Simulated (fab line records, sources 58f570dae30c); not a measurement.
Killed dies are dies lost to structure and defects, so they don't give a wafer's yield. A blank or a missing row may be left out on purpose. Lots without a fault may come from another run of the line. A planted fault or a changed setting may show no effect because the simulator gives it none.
Split-lot experiment | flow berkeley_cmos170 | 5 lots, 23 wafers read, on a route of 331 steps

THE SPLIT
At UCB170_NSD_IMPLANT_08, the setting energy_kev was moved away from the recipe's 40 on 6 of the 23 wafers read, by -2.2% to +4.2%. The other wafers ran this setting at the recipe's value.

FROM THE SPLIT TO THE READING: what the file shows between them, 3 steps
- UCB170_NSD_STRIP_09: strips in O2
- UCB170_NSD_CLEAN_11: cleans in SPM, time 600 s
- UCB170_SDANNEAL_RTA_01: time 5 s

THE READING
NSD_RS, in ohm/sq, at UCB170_SDANNEAL_RS_MEAS_03 (measures by four-point-probe). Fault-free wafers of this fab line usually give 37.25 ohm/sq, standard deviation 0.064 ohm/sq.

wafer  | tool, chamber at the split | energy_kev as run | against the recipe | NSD_RS, ohm/sq | against lot-mates on the recipe
L076.1 | implanter-01, 0            | 41.32             | +3.3%              | 36.77          | -0.50
L076.2 | implanter-01, 0            | 40                | recipe             | 37.30          | -
L076.3 | implanter-01, 0            | 41.32             | +3.3%              | 36.98          | -0.29
L076.4 | implanter-01, 0            | 40                | recipe             | 37.21          | -
L076.6 | implanter-01, 0            | 40                | recipe             | 37.29          | -
L077.1 | implanter-02, 0            | 40                | recipe             | 37.25          | -
L077.2 | implanter-02, 0            | 40                | recipe             | 37.23          | -
L077.3 | implanter-02, 0            | 40                | recipe             | 37.17          | -
L077.4 | implanter-02, 0            | 40                | recipe             | 37.21          | -
L077.6 | implanter-02, 0            | 40                | recipe             | 37.31          | -
L081.4 | implanter-04, 0            | 40                | recipe             | 37.29          | -
L081.5 | implanter-04, 0            | 40                | recipe             | 37.29          | -
L081.6 | implanter-04, 0            | 40                | recipe             | 37.23          | -
L085.1 | implanter-01, 0            | 39.11             | -2.2%              | 37.53          | +0.27
L085.2 | implanter-01, 0            | 40                | recipe             | 37.17          | -
L085.4 | implanter-01, 0            | 40                | recipe             | 37.28          | -
L085.5 | implanter-01, 0            | 40                | recipe             | 37.32          | -
L085.6 | implanter-01, 0            | 39.11             | -2.2%              | 37.58          | +0.32
L084.1 | implanter-01, 0            | 41.7              | +4.2%              | 36.79          | -0.46
L084.2 | implanter-01, 0            | 40                | recipe             | 37.31          | -
L084.3 | implanter-01, 0            | 40                | recipe             | 37.19          | -
L084.5 | implanter-01, 0            | 41.7              | +4.2%              | 36.76          | -0.49
L084.6 | implanter-01, 0            | 40                | recipe             | 37.24          | -

THE FIT
A straight line over all 23 wafers: NSD_RS changes by -0.117 ohm/sq for each +1% of energy_kev; r = -0.96; the points scatter about the line by 0.057 ohm/sq.
The same after taking each lot's own level away (the mean of its wafers on the recipe; 23 wafers): -0.118 ohm/sq for each +1%; r = -0.96; scatter 0.056 ohm/sq.
On that fit, the largest move of energy_kev shifts the reading by 0.5 ohm/sq.
The lots' own levels span 37.234 to 37.270 ohm/sq, that is 0.6 times the standard deviation above.
So the lot-to-lot level changes the slope little: the two slopes agree.
Check: with one of the wafers moved furthest among these (+4.2%) left out of the fit, the line predicts -0.509 ohm/sq for it against its lot-mates. It came out at -0.457 ohm/sq against them.

THE WHOLE CHAIN: every reading that the file lists as answering this split, in the file's order
step                       | what it does                 | reading                                                         | change (the file's fit)                                                                | r (the file's)
UCB170_NSD_IMPLANT_08      |                              | implant.rp_nm (the simulator's own value, which no gauge read)  | +0.48 nm for each +1% of the setting                                                   | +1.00
UCB170_NSD_IMPLANT_08      |                              | implant.drp_nm (the simulator's own value, which no gauge read) | +0.179 nm for each +1% of the setting                                                  | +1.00
UCB170_SDANNEAL_RS_MEAS_03 | measures by four-point-probe | NSD_RS                                                          | -0.116 for each +1% of the setting                                                     | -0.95
UCB170_NSD_STRIP_09        | strips in O2                 | strip_time_to_endpoint_s                                        | withheld for each +1% of the setting, in a fit together with resist_thk_nm@NSD_COAT_01 | 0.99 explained

THE FILE'S OWN FIT
NSD_RS changes by -0.116 ohm/sq for each +1% of energy_kev, r = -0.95.
